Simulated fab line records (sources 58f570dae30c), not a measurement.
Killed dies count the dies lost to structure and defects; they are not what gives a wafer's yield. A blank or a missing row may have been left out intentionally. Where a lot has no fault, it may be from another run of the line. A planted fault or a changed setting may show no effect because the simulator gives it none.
2 desks looking at one fault | flow berkeley-cmos170 | numbers are kept per desk, each desk with only its own; the story behind them comes last

== FOR THE TOOL OWNER'S DESK: rie-metal-01 ==
The tool's own readings at UCB170_M2_METAL_ETCH_18 (etches Al in Cl2/BCl3, stops on SiO2, target depth 1170 nm, time 195 s): means of the sampled wafers that have a number, for each lot that ran on this tool. If a lot's mean is further than 4 standard deviations from the usual mean, the lot is out of limits and carries the mark OUT (the distance appears in the brackets).
Columns: A = chamber-pressure-mTorr at UCB170_M2_METAL_ETCH_18, usual 12.000 mTorr; B = drypump-motor-current-A at UCB170_M2_METAL_ETCH_18, usual 5.8 A; C = oes-product-au at UCB170_M2_METAL_ETCH_18, usual 0.855 a.u.; D = throttle-valve-pct at UCB170_M2_METAL_ETCH_18, usual 24.41 %
lot  | first seen here | A      | B   | C     | D
L725 | day 7 21:58     | 12.012 | 6.0 | 0.837 | 24.49
L723 | day 7 22:37     | 11.999 | 5.9 | 0.829 | 24.49
L729 | day 9 15:17     | 11.996 | 5.9 | 0.835 | 24.48
L737 | day 10 21:56    | 11.992 | 5.9 | 0.838 | 24.49
L739 | day 11 07:06    | 12.008 | 5.6 | 0.834 | 24.56
L742 | day 11 12:12    | 11.986 | 5.6 | 0.845 | 24.55
Result from this desk: across the 6 lots, nothing is out of limits.

== FROM THE METROLOGY DESK ==
Means of the sampled wafers that have a number, per lot and without regard to the tool the lot ran on: this is what the gauges read. If a lot's mean is further than 4 standard deviations from the usual mean, the lot is out of limits and carries the mark OUT (the distance appears in the brackets).
Columns: A = cd-nm at UCB170_M2_CD_MEAS_90, usual 700.2 nm
lot  | first seen here | A
L722 | day 7 21:59     | 700.3
L725 | day 7 22:17     | 699.2
L721 | day 7 22:33     | 699.7
L724 | day 7 22:41     | 701.0
L723 | day 7 22:54     | 695.0
L726 | day 8 11:21     | 700.7
L730 | day 9 14:55     | 700.4
L729 | day 9 15:34     | 698.3
L728 | day 9 17:55     | 700.8
L737 | day 10 22:15    | 699.5
L733 | day 10 22:41    | 699.7
L739 | day 11 07:25    | 685.4 (-6.2) OUT
L742 | day 11 12:31    | 686.3 (-5.8) OUT
L743 | day 12 11:01    | 700.0
Finding of this desk: L739, L742 out of limits; the first was L739 at day 11 07:25, on cd-nm at UCB170_M2_CD_MEAS_90. In limits: L722, L725, L721, L724, L723, L726, L730, L729, L728, L737, L733, L743.

== TAKEN TOGETHER ==
L739, L742 would have let the metrology desk raise an alarm at day 11 07:25.
The tool owner's desk saw nothing out of limits.
The tool owner's desk has L739, L742 on record, within its limits.
UCB170_M2_METAL_ETCH_18 was run on rie-metal-01 by each of the lots named.

== WHAT WAS PUT IN BY THE SIMULATOR ==
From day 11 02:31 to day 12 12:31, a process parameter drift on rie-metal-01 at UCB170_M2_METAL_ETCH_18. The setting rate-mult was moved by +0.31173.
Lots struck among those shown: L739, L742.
Time in hours between the start of the fault and the first out-of-limits reading at each desk: metrology desk, 5.
